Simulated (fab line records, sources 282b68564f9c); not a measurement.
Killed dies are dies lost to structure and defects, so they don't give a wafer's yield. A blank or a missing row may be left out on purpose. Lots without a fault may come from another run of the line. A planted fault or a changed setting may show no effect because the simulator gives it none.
Problem report in the 8D (eight disciplines) form, filled by code | flow rit_cmos | the parts of the form that need people (team, actions taken, sign-off) are left out

1. THE PROBLEM
NLDD_TW at RIT_NLDD_TW_MEAS_10 reads a mean of 2300 on 6 wafers of 2 lots; wafers without a fault read 2491 with a standard deviation of 21. That is -9.1 standard deviations from the usual mean.
First seen on wafer L698.2, day 6 01:31, on film_metro-03. The record holds 42 wafers of 14 lots with a number at this step. Rule for "out", or "out of limits": more than 4 standard deviations from the usual mean. The other wafers with a number count as sound.

2. WHAT IT IS AND WHAT IT IS NOT
question                    | is                     | is not
which readings at this step | NLDD_TW                | -
which lots                  | L698, L700             | L684, L685, L686, L688, L690, L692, L693, L694, L695, L696, L697, L704
which wafers of those lots  | all that have a number | -
read on which gauges        | film_metro-03          | film_metro-01, film_metro-04
when                        | from day 6 01:31       | up to then (33 sound wafers); but 3 sound wafers of L704 came after

3. SUSPECTS, AND WHAT RULES EACH OUT
Counting: a tool at a process step up to the reading stays a suspect if it ran every lot that is out and no sound lot after the first of them.
- the gauge at RIT_NLDD_TW_MEAS_10: ruled out. All the wafers that are out were read on film_metro-03, but those of them that RIT_NLDD_IMPLANT_08 has rows for are out there too, on other tools.
- implanter-02 at RIT_NLDD_IMPLANT_08: kept. It ran every lot that is out, first L698 (day 6 01:12), and no sound lot after that; its last sound lot up to then is L697 (day 5 19:50). Its own readings are out on those wafers: dose_ions_cm2, faraday_current_uA.
Left after counting: implanter-02 at RIT_NLDD_IMPLANT_08.

4. THE CAUSE (what the simulator had put in)
Process parameter drift: implanter-02, from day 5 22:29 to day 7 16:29, at RIT_NLDD_IMPLANT_08. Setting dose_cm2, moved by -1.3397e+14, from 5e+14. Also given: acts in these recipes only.
Counting left only this tool.

5. THE CHAIN OF EFFECTS, in route order
Each row: a reading whose mean over the struck wafers that have a number lies more than 3 standard deviations from the usual. Only readings for which the record gives a usual standard deviation are gone through. hours: the time from each lot's start at the first step in this table that gives one to its start at this step, as a median over the lots. sigmas: the change in usual standard deviations.
hours | step                    | reading            | usual        | on struck wafers | change | sigmas
0     | RIT_NLDD_IMPLANT_08     | dose_ions_cm2      | 5e+14        | 4e+14            | -1e+14 | -99 or more
0     | RIT_NLDD_IMPLANT_08     | faraday_current_uA | 1575         | 1154             | -420   | -13
0     | RIT_NLDD_TW_MEAS_10     | NLDD_TW            | 2491         | 2300             | -191   | -9.1
8     | RIT_SDANNEAL_RS_MEAS_07 | NLDD_RS            | 151.6 ohm/sq | 194.9            | +43.3  | +92
The process steps in it:
- RIT_NLDD_IMPLANT_08

6. WHAT WOULD HAVE CAUGHT IT SOONER
In this record the first reading out of limits at a measuring or inspecting step was taken at day 6 01:31, 3 hours after the fault began at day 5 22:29.
The tool's own readings at RIT_NLDD_IMPLANT_08 were out on every struck wafer that the step has a row for (dose_ions_cm2, faraday_current_uA): an alarm limit on them would have fired on the first of those.
Of the lots that are out (2), L700 began RIT_NLDD_IMPLANT_08 on implanter-02 after day 6 01:31. A hold on the tool at that time would have spared it.
